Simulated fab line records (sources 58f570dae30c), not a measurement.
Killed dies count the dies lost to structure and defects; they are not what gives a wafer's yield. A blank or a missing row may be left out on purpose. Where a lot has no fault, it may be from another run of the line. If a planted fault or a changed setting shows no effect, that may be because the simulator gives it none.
Which tool was responsible?    flow berkeley_cmos170    7 lots, 21 wafers sampled, at 2 steps of a route of 331

== WHAT THE GAUGES READ, wafer by wafer ==
UCB170_GATE_THK_MEAS_05.
lot   measured      on             GATE_POLY_THK (nm)
L264  day 7 12:54   film_metro-02  215.4 215.9 214.8
L263  day 7 12:52   film_metro-01  216.7 216.1 214.7
L268  day 8 13:56   film_metro-04  217.1 217.8 217.4
L272  day 9 03:17   film_metro-04  213.0 211.3 213.0
L276  day 10 09:58  film_metro-02  105.4 106.8 106.9
L280  day 11 01:43  film_metro-04  214.4 215.7 213.7
L283  day 12 12:15  film_metro-02  213.5 213.3 214.3

== WHAT TOOL EACH LOT RAN ON (gives the tool, then ch and the chambers of the sampled wafers, and finally the start) ==
lot   UCB170_GATE_CVD_04
L264  lpcvd-01 ch 1, day 7 11:28
L263  lpcvd-01 ch 0, day 7 11:28
L268  lpcvd-02 ch 0, day 8 12:31
L272  lpcvd-01 ch 0, day 9 01:52
L276  lpcvd-01 ch 1, day 10 08:34
L280  lpcvd-02 ch 0, day 11 00:19
L283  lpcvd-02 ch 0, day 12 10:51
- UCB170_GATE_CVD_04: deposits poly-Si from SiH4, time 1440 s, target thk 214 nm.

== THE ANSWER, worked out from the rows above alone ==
Rule: the lots themselves supply what counts as usual. The widest of any qualifying gaps counts: lots, ordered by their means at a reading, are off when they make up no more than a third of the lots, leave a main group of 4 or more, and stand apart from it by 3 or more times the standard deviation of that group's means. The tables above print the reading to a certain number of digits; a main group whose means all agree to those digits is not used. Also off: a lot with no number at a reading for which 4 or more lots have one. Where the step has rows for the other lots, those lots are counted as sound.
Off: at UCB170_GATE_THK_MEAS_05 (GATE_POLY_THK), L276. For the main group the mean is 214.9 nm and the standard deviation 1.6.
A tool fits if, at a process step before that reading, it ran every lot that is off, and no sound lot after the first of them. Those tools and the gauges at UCB170_GATE_THK_MEAS_05 are tried in the same way. One fits: UCB170_GATE_CVD_04 on lpcvd-01. A fault onset in the window from L272 (day 9 01:52, its last sound lot) to L276 (day 10 08:34, its first lot off) fits.

== WHAT THE SIMULATOR PUT IN ==
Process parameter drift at UCB170_GATE_CVD_04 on lpcvd-01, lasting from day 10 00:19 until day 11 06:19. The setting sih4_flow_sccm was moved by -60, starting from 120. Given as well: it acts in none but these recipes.
Shown lots that were struck: L276. Same finding as the rule above.
